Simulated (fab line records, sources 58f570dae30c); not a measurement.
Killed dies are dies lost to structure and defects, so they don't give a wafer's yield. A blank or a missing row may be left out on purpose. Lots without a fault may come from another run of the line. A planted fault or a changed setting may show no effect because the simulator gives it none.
One fault seen from 2 desks | flow berkeley_cmos170 | each desk has only its own numbers; what lay behind them comes last

THE METROLOGY DESK
What the gauges read, lot by lot, whatever tool the lot ran on: means of the sampled wafers that have a number. A lot is out of limits, marked OUT, if its mean lies more than 4 standard deviations from the usual mean; the brackets give that distance.
Columns: A = cd_nm at UCB170_ACTIVE_CD_MEAS_13, usual 1199.8 nm; B = PLDD_OVL at UCB170_PLDD_OVL_MEAS_07, usual 4 nm; C = M1_OVL at UCB170_M1_OVL_MEAS_10, usual -4 nm
lot  | first seen here | A                 | B  | C
L448 | day 4 02:38     | 1201.8            | 4  | 1
L449 | day 4 12:40     | 1201.2            | 4  | -1
L450 | day 5 00:32     | 1199.7            | 2  | -15
L452 | day 5 00:43     | 1199.4            | 8  | -1
L453 | day 5 04:11     | 1199.9            | 7  | -7
L454 | day 5 18:24     | 1197.4            | 2  | -6
L455 | day 5 18:28     | 1201.4            | 12 | 0
L458 | day 6 04:10     | 1204.7 (+4.1) OUT | 11 | -7
L457 | day 6 04:32     | 1206.8 (+5.9) OUT | 6  | -9
L461 | day 6 21:47     | 1202.5            | -1 | -7
L463 | day 7 05:18     | 1199.2            | 9  | -1
L462 | day 7 05:34     | 1200.2            | -0 | -6
L465 | day 7 14:31     | 1199.4            | 7  | -1
L466 | day 7 14:44     | 1200.1            | 4  | -3
L470 | day 8 21:42     | 1200.1            | 3  | -8
This desk's finding: out of limits on L457, L458; first on L458, day 6 04:10 (cd_nm at UCB170_ACTIVE_CD_MEAS_13). In limits: L448, L449, L450, L452, L453, L454, L455, L461, L463, L462, L465, L466, L470.

THE TOOL OWNER'S DESK: litho_track-03
The tool's own readings at UCB170_ACTIVE_PEB_11: means of the sampled wafers that have a number, for each lot that ran on this tool. A lot is out of limits, marked OUT, if its mean lies more than 4 standard deviations from the usual mean; the brackets give that distance.
Columns: A = exhaust_pa at UCB170_ACTIVE_PEB_11, usual 44.7 Pa; B = heater_power_total_W at UCB170_ACTIVE_PEB_11, usual 56.80 W; C = plate_temp_C at UCB170_ACTIVE_PEB_11, usual 130.01 C
lot  | first seen here | A    | B               | C
L448 | day 4 02:22     | 44.0 | 56.80           | 129.99
L455 | day 5 18:12     | 44.8 | 56.76           | 129.96
L458 | day 6 03:54     | 44.8 | 58.46 (+39) OUT | -
L457 | day 6 04:11     | 45.3 | 58.51 (+40) OUT | -
L461 | day 6 21:31     | 43.9 | 58.53 (+40) OUT | -
This desk's finding: out of limits on L457, L458, L461; first on L458, day 6 03:54 (heater_power_total_W at UCB170_ACTIVE_PEB_11). In limits: L448, L455.

PUT TOGETHER
The tool owner's desk could have raised an alarm at day 6 03:54, on L457, L458, L461.
The metrology desk could have raised an alarm at day 6 04:10, on L457, L458.
The metrology desk has L461 on record, within its limits.
Of the lots named, all ran UCB170_ACTIVE_PEB_11 on litho_track-03.

WHAT THE SIMULATOR HAD PUT IN
Process parameter drift: litho_track-03, from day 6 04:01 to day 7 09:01, at UCB170_ACTIVE_PEB_11. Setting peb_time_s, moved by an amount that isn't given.
Lots struck among those shown: L457, L458, L461.
